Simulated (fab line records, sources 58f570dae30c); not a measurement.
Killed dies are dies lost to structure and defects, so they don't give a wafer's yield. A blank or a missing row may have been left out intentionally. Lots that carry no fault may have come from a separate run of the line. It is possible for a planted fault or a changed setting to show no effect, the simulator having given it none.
Shared-tool check :: flow berkeleyCmos170 :: Lots sampled 14, wafers sampled 42

WHY IT WAS OPENED
At UCB170_V1_THK_MEAS_01 the reading V1_TEOS_THK is flagged on 2 of 14 lots. Fault-free wafers read 1987 nm, with a standard deviation of 27.
Rule: a lot is flagged in two cases, either no wafer of it has a number, or all its wafers with numbers fall more than 4 standard deviations from that mean. The other lots count as sound.

lot: L471
measured: day 7 14:35
on: filmMetro-01
V1_TEOS_THK (nm), wafer by wafer: 1998 2040 2019
flag: 

lot: L472
measured: day 7 14:35
on: filmMetro-03
V1_TEOS_THK (nm), wafer by wafer: 1940 1945 1984
flag: 

lot: L470
measured: day 7 14:44
on: filmMetro-04
V1_TEOS_THK (nm), wafer by wafer: 2003 1996 1999
flag: 

lot: L473
measured: day 7 21:02
on: filmMetro-04
V1_TEOS_THK (nm), wafer by wafer: 1966 1977 2007
flag: 

lot: L474
measured: day 7 21:03
on: filmMetro-01
V1_TEOS_THK (nm), wafer by wafer: 1979 2000 2009
flag: 

lot: L478
measured: day 9 00:33
on: filmMetro-01
V1_TEOS_THK (nm), wafer by wafer: 2009 2042 2014
flag: 

lot: L477
measured: day 9 00:33
on: filmMetro-03
V1_TEOS_THK (nm), wafer by wafer: 1993 2006 2001
flag: 

lot: L475
measured: day 9 00:41
on: filmMetro-04
V1_TEOS_THK (nm), wafer by wafer: 1975 1992 2013
flag: 

lot: L485
measured: day 10 07:45
on: filmMetro-03
V1_TEOS_THK (nm), wafer by wafer: 1668 1703 1684
flag: FLAGGED

lot: L486
measured: day 10 17:44
on: filmMetro-03
V1_TEOS_THK (nm), wafer by wafer: 1678 1674 1725
flag: FLAGGED

lot: L490
measured: day 11 09:50
on: filmMetro-03
V1_TEOS_THK (nm), wafer by wafer: 1982 2021 2039
flag: 

lot: L488
measured: day 11 09:50
on: filmMetro-01
V1_TEOS_THK (nm), wafer by wafer: 1964 1998 2015
flag: 

lot: L492
measured: day 11 21:56
on: filmMetro-03
V1_TEOS_THK (nm), wafer by wafer: 1969 1939 2006
flag: 

lot: L493
measured: day 12 12:43
on: filmMetro-04
V1_TEOS_THK (nm), wafer by wafer: 2001 1958 1973
flag: 
Average over the flagged lots: 1689 nm; offset from the usual -298 nm, equal to -11 standard deviations.

EACH LOT AND THE TOOL IT RAN ON
The record keeps 1 process step preceding the reading, out of 331 steps on the route. Cell contents, in order: the tool; ch with the chambers the sampled wafers went through; the start.
lot: L471
flag: 
UCB170_V1_CVD_00: pecvd-03 ch 0,1,2, day 7 14:25

lot: L472
flag: 
UCB170_V1_CVD_00: pecvd-02 ch 1,2, day 7 14:25

lot: L470
flag: 
UCB170_V1_CVD_00: pecvd-03 ch 0,1,2, day 7 14:34

lot: L473
flag: 
UCB170_V1_CVD_00: pecvd-02 ch 0,2, day 7 20:52

lot: L474
flag: 
UCB170_V1_CVD_00: pecvd-04 ch 0,1, day 7 20:52

lot: L478
flag: 
UCB170_V1_CVD_00: pecvd-03 ch 0,1, day 9 00:22

lot: L477
flag: 
UCB170_V1_CVD_00: pecvd-04 ch 0,1,2, day 9 00:22

lot: L475
flag: 
UCB170_V1_CVD_00: pecvd-02 ch 0,1,2, day 9 00:32

lot: L485
flag: FLAGGED
UCB170_V1_CVD_00: pecvd-02 ch 0,1, day 10 07:35

lot: L486
flag: FLAGGED
UCB170_V1_CVD_00: pecvd-02 ch 0,1,2, day 10 17:35

lot: L490
flag: 
UCB170_V1_CVD_00: pecvd-03 ch 1,2, day 11 09:40

lot: L488
flag: 
UCB170_V1_CVD_00: pecvd-04 ch 0,2, day 11 09:40

lot: L492
flag: 
UCB170_V1_CVD_00: pecvd-03 ch 0,1,2, day 11 21:46

lot: L493
flag: 
UCB170_V1_CVD_00: pecvd-03 ch 0,1, day 12 12:34
What is done by these steps:
- UCB170_V1_CVD_00: deposits SiO2 from TEOS/O2, target thk 2000 nm, time 250 s.
- UCB170_V1_THK_MEAS_01

FLAGGED AGAINST TOTAL, ONE TOOL AT A TIME (gauges that did the reading follow at the end)
step: UCB170_V1_CVD_00
tool: pecvd-02
lots run: 5
flagged: 2
share of the flagged lots: all
sound lots run after its first flagged lot: 0

step: UCB170_V1_CVD_00
tool: pecvd-03
lots run: 6
flagged: 0
share of the flagged lots: none
sound lots run after its first flagged lot: -

step: UCB170_V1_CVD_00
tool: pecvd-04
lots run: 3
flagged: 0
share of the flagged lots: none
sound lots run after its first flagged lot: -

step: UCB170_V1_THK_MEAS_01
tool: filmMetro-01
lots run: 4
flagged: 0
share of the flagged lots: none
sound lots run after its first flagged lot: -

step: UCB170_V1_THK_MEAS_01
tool: filmMetro-03
lots run: 6
flagged: 2
share of the flagged lots: all
sound lots run after its first flagged lot: 2 (L490,L492)

step: UCB170_V1_THK_MEAS_01
tool: filmMetro-04
lots run: 4
flagged: 0
share of the flagged lots: none
sound lots run after its first flagged lot: -

WHAT IS ALLOWED BY THE TABLE
Table rows that saw every flagged lot: 2, namely pecvd-02 at UCB170_V1_CVD_00 and filmMetro-03 at UCB170_V1_THK_MEAS_01.
- pecvd-02 at UCB170_V1_CVD_00 ran 5 lots, 2 of them flagged. Last sound lot L475 at day 9 00:32, first flagged lot L485 at day 10 07:35; a fault beginning in between fits. Its own readings (rfFwdPowerW) fall more than 4 standard deviations out on all wafers of the flagged lots.
- filmMetro-03 at UCB170_V1_THK_MEAS_01 ran 6 lots, 2 of them flagged. Sound lots ran on it after the first flagged one (L490, L492), which a lasting fault on the whole tool wouldn't allow.
Left over: one tool, pecvd-02 at UCB170_V1_CVD_00.

WHAT WAS PUT IN BY THE SIMULATOR
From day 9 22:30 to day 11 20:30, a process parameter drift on pecvd-02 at UCB170_V1_CVD_00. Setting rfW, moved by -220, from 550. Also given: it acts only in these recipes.
Lots struck among those shown: L485, L486. The rule above found the same.
